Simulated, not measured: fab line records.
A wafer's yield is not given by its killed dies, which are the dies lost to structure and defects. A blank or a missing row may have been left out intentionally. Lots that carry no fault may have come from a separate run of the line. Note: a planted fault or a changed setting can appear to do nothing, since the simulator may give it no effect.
Which tool was responsible? | flow berkeley-cmos170 | 42 wafers from 14 lots sampled at 6 of the route's 331 steps

WHAT THE GAUGES SHOWED, per wafer
UCB170_M1_OVL_MEAS_10. Usual: M1_OVL typically reads 1 nm, with standard deviation 5.6.
lot  | measured     | on         | M1_OVL (nm) | flag
L385 | day 8 09:37  | overlay-01 | -1 1 -2     |
L388 | day 8 17:25  | overlay-01 | 5 -1 1      |
L389 | day 8 17:57  | overlay-01 | 0 4 6       |
L387 | day 8 18:23  | overlay-01 | -5 -1 -5    |
L391 | day 9 12:49  | overlay-02 | 15 12 12    |
L390 | day 9 13:23  | overlay-02 | 0 4 6       |
L392 | day 9 13:38  | overlay-02 | 10 11 8     |
L397 | day 10 13:47 | overlay-02 | 6 4 1       |
L401 | day 11 09:03 | overlay-02 | -5 -9 -6    |
L402 | day 12 00:24 | overlay-01 | -4 -9 -4    |
L404 | day 12 00:40 | overlay-02 | 0 -4 -2     |
L408 | day 12 15:53 | overlay-02 | -2 -2 -1    |
L405 | day 12 16:37 | overlay-01 | 6 8 5       |
L407 | day 13 05:52 | overlay-02 | 2 9 2       |

UCB170_M2_CD_MEAS_90: target cd 700 nm. Usual: cd-nm 701.1 nm, standard deviation 2.6.
lot  | measured     | on        | cd-nm (nm)        | flag
L385 | day 8 17:40  | cd-sem-01 | 703.5 702.5 700.8 |
L388 | day 9 00:46  | cd-sem-02 | 699.7 702.1 702.5 |
L389 | day 9 01:38  | cd-sem-01 | 703.1 703.1 701.5 |
L387 | day 9 02:23  | cd-sem-01 | 703.0 703.3 700.1 |
L391 | day 9 19:47  | cd-sem-01 | 695.9 698.7 697.9 |
L390 | day 9 20:54  | cd-sem-02 | 700.4 702.4 705.7 |
L392 | day 9 21:10  | cd-sem-02 | 701.9 701.5 703.8 |
L397 | day 10 20:22 | cd-sem-01 | 678.7 681.7 681.2 | OFF
L401 | day 11 17:59 | cd-sem-02 | 681.1 680.1 681.7 | OFF
L402 | day 12 08:58 | cd-sem-02 | 698.2 697.8 701.9 |
L404 | day 12 09:26 | cd-sem-01 | 693.5 694.9 699.6 |
L408 | day 12 23:03 | cd-sem-01 | 701.6 697.8 700.6 |
L405 | day 13 00:44 | cd-sem-02 | 704.2 703.8 704.5 |
L407 | day 13 15:23 | cd-sem-02 | 698.4 701.1 701.1 |

WHAT TOOL EACH LOT RAN ON (gives the tool, then ch and the chambers of the sampled wafers, and finally the start)
lot  | UCB170_BACKSIDE_STRIP_03             | UCB170_SILICIDE_SPUTTER_01   | UCB170_M2_METAL_ETCH_18           | UCB170_M2_STRIP_19
L385 | plasma-asher-03 ch 0,1, day 8 01:55  | pvd-sputter-03, day 8 02:52  | rie-metal-04 ch 0,1, day 8 17:23  | plasma-asher-01 ch 0,1, day 8 17:34
L388 | plasma-asher-04 ch 0,1, day 8 08:22  | pvd-sputter-03, day 8 09:19  | rie-metal-03 ch 0,1, day 9 00:29  | plasma-asher-03 ch 0,1, day 9 00:40
L389 | plasma-asher-01 ch 0,1, day 8 08:49  | pvd-sputter-02, day 8 09:46  | rie-metal-04 ch 0,1, day 9 01:20  | plasma-asher-01 ch 1, day 9 01:32
L387 | plasma-asher-04 ch 0,1, day 8 08:53  | pvd-sputter-03, day 8 09:49  | rie-metal-02 ch 0,1, day 9 02:06  | plasma-asher-03 ch 0,1, day 9 02:17
L391 | plasma-asher-04 ch 0,1, day 9 04:32  | pvd-sputter-01, day 9 05:29  | rie-metal-03 ch 0,1, day 9 19:28  | plasma-asher-01 ch 0,1, day 9 19:40
L390 | plasma-asher-01 ch 1, day 9 04:59    | pvd-sputter-03, day 9 05:56  | rie-metal-04 ch 0,1, day 9 20:35  | plasma-asher-01 ch 0,1, day 9 20:47
L392 | plasma-asher-04 ch 0,1, day 9 05:12  | pvd-sputter-02, day 9 06:10  | rie-metal-02 ch 0,1, day 9 20:52  | plasma-asher-04 ch 0,1, day 9 21:04
L397 | plasma-asher-01 ch 0,1, day 10 05:05 | pvd-sputter-02, day 10 05:59 | rie-metal-04 ch 0,1, day 10 20:05 | plasma-asher-04 ch 0,1, day 10 20:15
L401 | plasma-asher-01 ch 0,1, day 11 01:40 | pvd-sputter-03, day 11 02:41 | rie-metal-04 ch 1, day 11 17:40   | plasma-asher-04 ch 0,1, day 11 17:52
L402 | plasma-asher-03 ch 0,1, day 11 15:14 | pvd-sputter-01, day 11 16:16 | rie-metal-02 ch 0,1, day 12 08:40 | plasma-asher-04 ch 0,1, day 12 08:52
L404 | plasma-asher-03 ch 0,1, day 11 15:41 | pvd-sputter-02, day 11 16:38 | rie-metal-03 ch 0,1, day 12 09:07 | plasma-asher-03 ch 0, day 12 09:19
L408 | plasma-asher-04 ch 0,1, day 12 07:41 | pvd-sputter-02, day 12 08:37 | rie-metal-03 ch 0,1, day 12 22:46 | plasma-asher-03 ch 0,1, day 12 22:57
L405 | plasma-asher-01 ch 0,1, day 12 08:08 | pvd-sputter-03, day 12 09:05 | rie-metal-02 ch 0,1, day 13 00:28 | plasma-asher-03 ch 0,1, day 13 00:38
L407 | plasma-asher-01 ch 0,1, day 12 21:53 | pvd-sputter-02, day 12 22:50 | rie-metal-03 ch 0, day 13 15:05   | plasma-asher-01 ch 0,1, day 13 15:17
- UCB170_BACKSIDE_STRIP_03: strips in O2.
- UCB170_SILICIDE_SPUTTER_01: material Ti, target thk 30 nm, time 25 s.
- UCB170_M2_METAL_ETCH_18: etches Al in Cl2/BCl3, stops on SiO2, target depth 1170 nm, time 195 s.
- UCB170_M2_STRIP_19: strips in O2.

AS READ BY THE TOOLS THEMSELVES (means over the sampled wafers that have a number; for cases with no such wafer, the mark the record gives instead)
UCB170_BACKSIDE_STRIP_03. Usual: chamber-pressure-mTorr 3499.7 mTorr, standard deviation 2.9; drypump-motor-current-A 5.48 A, standard deviation 0.25; oes-product-au 0.726 a.u., standard deviation 0.0042; strip-time-to-endpoint-s 22.35 s, standard deviation 0.057.
lot  | tool            | chamber-pressure-mTorr (mTorr) | drypump-motor-current-A (A) | oes-product-au (a.u.) | strip-time-to-endpoint-s (s) | flag
L385 | plasma-asher-03 | 3498.0                         | 5.13                        | 0.730                 | 22.32                        |
L388 | plasma-asher-04 | 3499.3                         | 5.45                        | 0.726                 | 22.40                        |
L389 | plasma-asher-01 | 3498.9                         | 5.51                        | 0.724                 | 22.38                        |
L387 | plasma-asher-04 | 3500.5                         | 5.48                        | 0.726                 | 22.32                        |
L391 | plasma-asher-04 | 3502.2                         | 5.46                        | 0.728                 | 22.34                        |
L390 | plasma-asher-01 | 3499.5                         | 5.73                        | 0.729                 | 22.34                        |
L392 | plasma-asher-04 | 3500.4                         | 5.43                        | 0.726                 | 22.27                        |
L397 | plasma-asher-01 | 3498.3                         | 5.52                        | 0.726                 | 22.37                        |
L401 | plasma-asher-01 | 3498.1                         | 5.52                        | 0.729                 | 22.36                        |
L402 | plasma-asher-03 | 3499.9                         | 5.16                        | 0.723                 | 22.33                        |
L404 | plasma-asher-03 | 3498.6                         | 5.44                        | 0.723                 | 22.24                        |
L408 | plasma-asher-04 | 3501.3                         | 5.46                        | 0.724                 | 22.39                        |
L405 | plasma-asher-01 | 3497.0                         | 5.52                        | 0.729                 | 22.39                        |
L407 | plasma-asher-01 | 3496.7                         | 5.62                        | 0.723                 | 22.36                        |

UCB170_SILICIDE_SPUTTER_01. Usual: chamber-pressure-pa 0.5001 Pa, standard deviation 0.001; throttle-valve-pct 29.9 %, standard deviation 1.
lot  | tool           | chamber-pressure-pa (Pa) | throttle-valve-pct (%) | flag
L385 | pvd-sputter-03 | 0.5001                   | 30.6                   |
L388 | pvd-sputter-03 | 0.5006                   | 29.9                   |
L389 | pvd-sputter-02 | 0.4998                   | 29.4                   |
L387 | pvd-sputter-03 | 0.4997                   | 29.9                   |
L391 | pvd-sputter-01 | 0.5017                   | 29.1                   |
L390 | pvd-sputter-03 | 0.5001                   | 30.3                   |
L392 | pvd-sputter-02 | 0.4996                   | 29.7                   |
L397 | pvd-sputter-02 | 0.4991                   | 30.3                   |
L401 | pvd-sputter-03 | 0.5006                   | 30.0                   |
L402 | pvd-sputter-01 | 0.4999                   | 29.1                   |
L404 | pvd-sputter-02 | 0.5000                   | 30.0                   |
L408 | pvd-sputter-02 | 0.4995                   | 29.8                   |
L405 | pvd-sputter-03 | 0.5007                   | 30.3                   |
L407 | pvd-sputter-02 | 0.5000                   | 29.3                   |

UCB170_M2_METAL_ETCH_18. Usual: chamber-pressure-mTorr 12.000 mTorr, standard deviation 0.012; drypump-motor-current-A 5.94 A, standard deviation 0.29; mfc-cl2-sccm 89.99 sccm, standard deviation 0.23; oes-product-au 0.853 a.u., standard deviation 0.008; rf-fwd-power-W 597.6 W, standard deviation 2.1; throttle-valve-pct 24.47 %, standard deviation 0.11.
lot  | tool         | chamber-pressure-mTorr (mTorr) | drypump-motor-current-A (A) | mfc-cl2-sccm (sccm) | oes-product-au (a.u.) | rf-fwd-power-W (W) | throttle-valve-pct (%) | flag
L385 | rie-metal-04 | 12.017                         | 6.06                        | 89.92               | 0.856                 | 596.7              | 24.42                  |
L388 | rie-metal-03 | 11.990                         | 5.86                        | 89.95               | 0.861                 | 598.7              | 24.49                  |
L389 | rie-metal-04 | 11.992                         | 6.09                        | 90.05               | 0.858                 | 596.2              | 24.49                  |
L387 | rie-metal-02 | 11.999                         | 5.71                        | 90.06               | 0.847                 | 599.0              | 24.50                  |
L391 | rie-metal-03 | 12.003                         | 5.87                        | 89.69               | 0.855                 | 598.7              | 24.51                  |
L390 | rie-metal-04 | 11.999                         | 6.08                        | 90.05               | 0.851                 | 597.8              | 24.50                  |
L392 | rie-metal-02 | 11.997                         | 6.03                        | 90.11               | 0.857                 | 598.2              | 24.38                  |
L397 | rie-metal-04 | 11.999                         | 6.07                        | 90.42               | 0.850                 | 836.6              | 24.50                  | OFF
L401 | rie-metal-04 | 11.999                         | 6.02                        | 89.58               | 0.849                 | 835.0              | 24.34                  | OFF
L402 | rie-metal-02 | 11.999                         | 5.68                        | 89.91               | 0.850                 | 598.6              | 24.50                  |
L404 | rie-metal-03 | 12.008                         | 5.89                        | 89.99               | 0.838                 | 599.0              | 24.52                  |
L408 | rie-metal-03 | 12.003                         | 5.86                        | 89.83               | 0.854                 | 599.4              | 24.49                  |
L405 | rie-metal-02 | 12.002                         | 6.07                        | 89.99               | 0.868                 | 599.1              | 24.38                  |
L407 | rie-metal-03 | 11.998                         | 5.89                        | 90.05               | 0.857                 | 597.0              | 24.54                  |

UCB170_M2_STRIP_19. Usual: chamber-pressure-mTorr 3500 mTorr, standard deviation 3.3; drypump-motor-current-A 5.44 A, standard deviation 0.29; oes-product-au 0.548 a.u., standard deviation 0.013.
lot  | tool            | chamber-pressure-mTorr (mTorr) | drypump-motor-current-A (A) | oes-product-au (a.u.) | flag
L385 | plasma-asher-01 | 3501                           | 5.52                        | 0.529                 |
L388 | plasma-asher-03 | 3501                           | 5.15                        | 0.552                 |
L389 | plasma-asher-01 | 3498                           | 5.75                        | 0.553                 |
L387 | plasma-asher-03 | 3500                           | 5.42                        | 0.558                 |
L391 | plasma-asher-01 | 3500                           | 5.50                        | 0.550                 |
L390 | plasma-asher-01 | 3502                           | 5.51                        | 0.553                 |
L392 | plasma-asher-04 | 3499                           | 5.46                        | 0.547                 |
L397 | plasma-asher-04 | 3503                           | 5.46                        | 0.310                 | OFF
L401 | plasma-asher-04 | 3497                           | 5.45                        | 0.312                 | OFF
L402 | plasma-asher-04 | 3501                           | 5.45                        | 0.560                 |
L404 | plasma-asher-03 | 3499                           | 4.88                        | 0.547                 |
L408 | plasma-asher-03 | 3502                           | 5.16                        | 0.541                 |
L405 | plasma-asher-03 | 3500                           | 5.41                        | 0.548                 |
L407 | plasma-asher-01 | 3500                           | 5.62                        | 0.537                 |

THE ANSWER, worked out from the rows above alone
Rule: a lot counts as off when the mean over its wafers that have a number is more than 3 standard deviations away from the usual mean. Also off: a lot with no number at a reading for which 4 or more lots have one. The other lots that the step has rows for count as sound. The gauges are gone through in route order, then the tools' own readings, and for those a lot's mean is taken as printed above. At the first step where some lot is off, the reading lying furthest off is the one used; lots without a number count as furthest.
Off: L397, L401, at UCB170_M2_CD_MEAS_90 (cd-nm).
If a tool, at a process step before that reading, ran all the lots that are off and no sound lot after the first of them, it fits. Not tried: the gauges at UCB170_M2_CD_MEAS_90; whatever is off there is also off at UCB170_M2_METAL_ETCH_18, on other tools, and gauge error can't account for it. One fits: UCB170_M2_METAL_ETCH_18 on rie-metal-04. Its last sound lot is L390 (day 9 20:35), its first lot that is off L397 (day 10 20:05): a fault that began between those two fits.
On the lots that are off, the tool's own readings at UCB170_M2_METAL_ETCH_18 differ by more than 5 times the standard deviation of the sound lots' means, which bears it out; rf-fwd-power-W reads 835.8 W there versus 598.2 W on the sound lots.

WHAT WAS PUT IN BY THE SIMULATOR
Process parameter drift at UCB170_M2_METAL_ETCH_18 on rie-metal-04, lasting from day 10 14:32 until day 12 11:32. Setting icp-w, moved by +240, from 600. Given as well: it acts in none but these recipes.
Shown lots that were struck: L397, L401. The rule above reached the same finding.
